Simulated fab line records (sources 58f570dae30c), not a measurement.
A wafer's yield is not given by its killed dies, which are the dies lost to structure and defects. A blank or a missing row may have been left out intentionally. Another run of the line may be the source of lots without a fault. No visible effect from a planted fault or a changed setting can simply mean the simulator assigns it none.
Which of the tools did it? | flow berkeley cmos170 | 15 lots, 45 wafers sampled, at 4 steps of a route of 331

== WHAT THE GAUGES SHOWED, per wafer ==
UCB170_GATE_THK_MEAS_02. Usual: GATE_OXIDE_THK typically reads 6.16 nm, with standard deviation 0.11.
lot  | measured     | on            | GATE_OXIDE_THK (nm) | flag
L157 | day 6 01:55  | film metro-03 | 6.28 6.39 6.41      |
L159 | day 6 09:12  | film metro-04 | 6.23 6.38 6.10      |
L160 | day 6 20:32  | film metro-02 | 6.19 6.16 6.15      |
L162 | day 7 04:34  | film metro-03 | 6.25 6.38 6.21      |
L163 | day 7 18:30  | film metro-04 | 6.13 6.05 6.16      |
L166 | day 7 23:10  | film metro-02 | 6.15 6.09 6.29      |
L165 | day 7 23:10  | film metro-04 | 6.10 6.28 6.19      |
L167 | day 7 23:10  | film metro-03 | 6.04 6.18 6.17      |
L169 | day 8 12:13  | film metro-04 | 6.08 6.08 6.06      |
L170 | day 8 20:49  | film metro-02 | 6.27 6.21 6.26      |
L172 | day 9 06:03  | film metro-03 | 5.98 5.96 6.04      |
L173 | day 9 06:03  | film metro-02 | 6.17 6.20 6.15      |
L177 | day 10 04:34 | film metro-03 | 6.12 6.13 6.15      |
L176 | day 10 04:34 | film metro-04 | 6.18 6.15 6.33      |
L180 | day 10 08:23 | film metro-04 | 6.30 6.13 6.29      |

UCB170_GATE_OVL_MEAS_13. Usual: GATE_OVL typically reads 2 nm, with standard deviation 4.8.
lot  | measured     | on         | GATE_OVL (nm) | flag
L157 | day 6 10:04  | overlay-02 | 9 14 12       |
L159 | day 6 20:38  | overlay-01 | 3 1 1         |
L160 | day 7 07:23  | overlay-02 | -5 2 -6       |
L162 | day 7 13:52  | overlay-02 | 2 4 3         |
L163 | day 8 01:13  | overlay-02 | 4 -1 -1       |
L166 | day 8 05:19  | overlay-01 | 1 2 2         |
L165 | day 8 05:26  | overlay-02 | 7 7 7         |
L167 | day 8 04:35  | overlay-02 | 4 -1 3        |
L169 | day 8 19:55  | overlay-01 | 2 0 4         |
L170 | day 9 03:03  | overlay-02 | 6 10 10       |
L172 | day 9 12:49  | overlay-02 | 11 12 8       |
L173 | day 9 13:02  | overlay-01 | 2 -2 5        |
L177 | day 10 13:55 | overlay-01 | 8 7 4         |
L176 | day 10 13:52 | overlay-02 | -5 4 -1       |
L180 | day 10 13:38 | overlay-01 | 8 4 4         |

== WHICH TOOL RAN EACH LOT (tool, then ch and the chambers of the sampled wafers, then the start) ==
lot  | UCB170_PWELL_IMPLANT_15        | UCB170_PFIELD_STRIP_08
L157 | implanter-03 ch 0, day 2 20:49 | plasma asher-01 ch 1, day 4 03:21
L159 | implanter-03 ch 0, day 3 07:56 | plasma asher-01 ch 0,1, day 4 18:08
L160 | implanter-01 ch 0, day 3 16:47 | plasma asher-01 ch 0,1, day 5 01:57
L162 | implanter-03 ch 0, day 3 22:42 | plasma asher-04 ch 0,1, day 5 09:10
L163 | implanter-01 ch 0, day 4 12:11 | plasma asher-04 ch 0,1, day 5 21:59
L166 | implanter-04 ch 0, day 4 22:28 | plasma asher-03 ch 0,1, day 6 11:05
L165 | implanter-01 ch 0, day 4 22:34 | plasma asher-03 ch 0,1, day 6 09:53
L167 | implanter-03 ch 0, day 5 05:15 | plasma asher-03 ch 1, day 6 10:48
L169 | implanter-01 ch 0, day 5 15:03 | plasma asher-04 ch 0,1, day 6 22:02
L170 | implanter-01 ch 0, day 5 23:10 | plasma asher-03 ch 0,1, day 7 12:38
L172 | implanter-01 ch 0, day 6 11:35 | plasma asher-01 ch 0,1, day 7 22:01
L173 | implanter-01 ch 0, day 6 16:41 | plasma asher-03 ch 0,1, day 7 22:15
L177 | implanter-03 ch 0, day 7 10:13 | plasma asher-04 ch 0,1, day 8 17:31
L176 | implanter-01 ch 0, day 7 10:17 | plasma asher-03 ch 0, day 8 17:20
L180 | implanter-03 ch 0, day 7 18:14 | plasma asher-03 ch 0,1, day 8 21:53
- UCB170_PWELL_IMPLANT_15
- UCB170_PFIELD_STRIP_08: strips in O2.

== AS READ BY THE TOOLS THEMSELVES (means over the sampled wafers that have a number; for cases with no such wafer, the mark the record gives instead) ==
UCB170_PWELL_IMPLANT_15. Usual: beam energy keV 60.000, standard deviation 0.021; beam on s 10.01 s, standard deviation 0.21.
lot  | tool         | beam energy keV | beam on s (s) | flag
L157 | implanter-03 | 60.004          | 9.89          |
L159 | implanter-03 | 60.027          | 10.01         |
L160 | implanter-01 | 60.008          | 9.96          |
L162 | implanter-03 | 59.985          | 10.13         |
L163 | implanter-01 | 59.989          | 9.96          |
L166 | implanter-04 | 60.007          | 9.98          |
L165 | implanter-01 | 59.991          | 9.97          |
L167 | implanter-03 | 60.004          | 10.04         |
L169 | implanter-01 | 60.001          | 9.87          |
L170 | implanter-01 | 59.993          | 9.89          |
L172 | implanter-01 | 61.553          | 9.90          | OFF
L173 | implanter-01 | 61.590          | 10.17         | OFF
L177 | implanter-03 | 59.991          | 10.26         |
L176 | implanter-01 | 61.574          | 10.01         | OFF
L180 | implanter-03 | 60.031          | 10.04         |

UCB170_PFIELD_STRIP_08. Usual: chamber pressure mTorr 3500 mTorr, standard deviation 3; drypump motor current A 5.9 A, standard deviation 0.35; oes product au 0.734 a.u., standard deviation 0.0049; strip time to endpoint s 21.61 s, standard deviation 0.07.
lot  | tool            | chamber pressure mTorr (mTorr) | drypump motor current A (A) | oes product au (a.u.) | strip time to endpoint s (s) | flag
L157 | plasma asher-01 | 3503                           | 5.8                         | 0.733                 | 21.62                        |
L159 | plasma asher-01 | 3502                           | 6.0                         | 0.736                 | 21.50                        |
L160 | plasma asher-01 | 3500                           | 6.0                         | 0.736                 | 21.64                        |
L162 | plasma asher-04 | 3500                           | 5.4                         | 0.734                 | 21.53                        |
L163 | plasma asher-04 | 3501                           | 5.3                         | 0.736                 | 21.75                        |
L166 | plasma asher-03 | 3500                           | 6.1                         | 0.737                 | 21.59                        |
L165 | plasma asher-03 | 3498                           | 6.1                         | 0.730                 | 21.65                        |
L167 | plasma asher-03 | 3500                           | 6.1                         | 0.736                 | 21.59                        |
L169 | plasma asher-04 | 3500                           | 5.4                         | 0.727                 | 21.59                        |
L170 | plasma asher-03 | 3500                           | 6.1                         | 0.733                 | 21.61                        |
L172 | plasma asher-01 | 3501                           | 6.1                         | 0.736                 | 21.66                        |
L173 | plasma asher-03 | 3501                           | 6.1                         | 0.729                 | 21.62                        |
L177 | plasma asher-04 | 3500                           | 5.4                         | 0.736                 | 21.64                        |
L176 | plasma asher-03 | 3500                           | 6.2                         | 0.734                 | 21.60                        |
L180 | plasma asher-03 | 3499                           | 6.2                         | 0.733                 | 21.48                        |

== THE ANSWER, worked out from the rows above alone ==
Rule: lot off if the mean of its wafers having a number is beyond 3 standard deviations from the usual mean. Also off: a lot with no number at a reading for which 4 or more lots have one. The other lots that the step has rows for count as sound. After the gauges, taken in route order, come the tools' own readings; for these a lot's mean is taken, as printed above. At the first step where some lot is off, the reading lying furthest off is the one used; lots without a number count as furthest.
Off at UCB170_PWELL_IMPLANT_15 (beam energy keV): L172, L173, L176.
If a tool, at that step or one of the process steps before it, ran each lot that is off and ran no sound lot following the first of them, it fits. One fits: UCB170_PWELL_IMPLANT_15 on implanter-01. Its last sound lot is L170 (day 5 23:10), its first lot that is off L172 (day 6 11:35): a fault that began between those two fits.
The tool's own readings at UCB170_PWELL_IMPLANT_15 bear it out: on the lots that are off they differ by more than 5 times the standard deviation of the sound lots' means. beam energy keV reads 61.572 there against 60.003 on the sound lots.

== WHAT THE SIMULATOR HAD PUT IN ==
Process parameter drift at UCB170_PWELL_IMPLANT_15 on implanter-01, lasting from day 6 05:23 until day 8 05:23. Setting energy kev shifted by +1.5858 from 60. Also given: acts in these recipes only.
Lots struck among those shown: L172, L173, L176. The rule above reached the same finding.
